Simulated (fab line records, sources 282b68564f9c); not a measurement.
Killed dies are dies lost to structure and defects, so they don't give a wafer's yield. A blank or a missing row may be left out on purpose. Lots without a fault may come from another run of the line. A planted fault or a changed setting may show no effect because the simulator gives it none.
A struck lot beside a sound one | flow rit_cmos | 15 steps out of a route of 202
Sound: wafers L733.3, L733.5, L733.6. Struck: wafers L745.2, L745.3, L745.6. The cause comes at the end.
At each step with rows: each side's tool, then ch and its chambers, then its first start. Under that, the readings that differ: sound wafers | struck wafers | difference of the means | sigmas: that difference in standard deviations of wafers without a fault.
alike: readings whose means differ by less than 2 such deviations, and words and numbers that are the same on both sides. not compared: withheld readings, readings that some wafer has no value for, bounds like >300 that may hide the same value, and numbers for which the record gives no deviation and whose values overlap.
The two part at a step that has a row with sigmas, a row that says differs or no value, or rows on one side only. Numbers that don't overlap but have no deviation are shown without sigmas and don't part them. A reading that every wafer of one side lacks parts them only if that side has two wafers or more.

first, 2 steps without rows for these wafers: RIT_NWELL_HARDBAKE_07 (time 120 s); RIT_NWELL_IMPLANT_08.
RIT_NWELL_STRIP_09: strips in O2, time 180 s.
  sound on plasma_asher-02 ch 0,1, day 3 02:48; struck on plasma_asher-02 ch 0,1, day 5 16:37
  alike: drypump_motor_current_A, o2_flow_sccm
  not compared: rf_hours_counter_h
RIT_NWELL_TW_MEAS_10:
  sound on film_metro-04, day 3 02:56; struck on film_metro-03, day 5 16:49
  alike: NWELL_TW
then, 6 steps without rows for these wafers: RIT_PWELL_HMDS_00 (prime time 60 s); RIT_PWELL_COAT_01 (resist thk 1300 nm); RIT_PWELL_SOFTBAKE_02 (time 60 s); RIT_PWELL_EXPOSE_03 (exposes mask M3, target cd 43700 nm); RIT_PWELL_PEB_04; RIT_PWELL_DEVELOP_05 (develop time 68 s).
RIT_PWELL_OVL_MEAS_06:
  sound on overlay-01, day 3 03:52; struck on overlay-02, day 5 17:50
  alike: PWELL_OVL
then, 1 step without rows for these wafers: RIT_PWELL_HARDBAKE_07 (time 120 s).
RIT_PWELL_IMPLANT_08:
  sound on implanter-04 ch 0, day 3 04:11; struck on implanter-04 ch 0, day 5 18:08
  reading                   | sound                | struck               | difference | sigmas
  beam_energy_keV           | 169.94 170.04 170.05 | 160.66 160.72 160.71 | -9.31      | -99 or more
  model.implant.rp_nm (nm)  | 478.6 478.6 478.6    | 465 465 465          | -14        |
  model.implant.drp_nm (nm) | 102.9 102.9 102.9    | 100.8 100.8 100.8    | -2.1       |
  alike: end_station_pressure_torr
RIT_PWELL_STRIP_09: strips in O2, time 180 s.
  sound on plasma_asher-02 ch 0,1, day 3 04:21; struck on plasma_asher-03 ch 0,1, day 5 18:16
  alike: drypump_motor_current_A, o2_flow_sccm
  not compared: rf_hours_counter_h
RIT_M1_PROBE_99:
  sound on prober-01, day 4 16:35; struck on prober-02, day 7 05:23
  alike: killed_at_M0_to_M3, killed_at_front_end, killed_dies, killed_open, killed_short

WHERE THEY PART
Only at RIT_PWELL_IMPLANT_08, within this record. Later steps at which nothing parts them and some readings are alike: RIT_PWELL_STRIP_09, RIT_M1_PROBE_99.

WHY: what the simulator had put in
Process parameter drift: implanter-04, from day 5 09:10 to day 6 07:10, at RIT_PWELL_IMPLANT_08. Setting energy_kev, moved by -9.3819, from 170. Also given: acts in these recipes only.
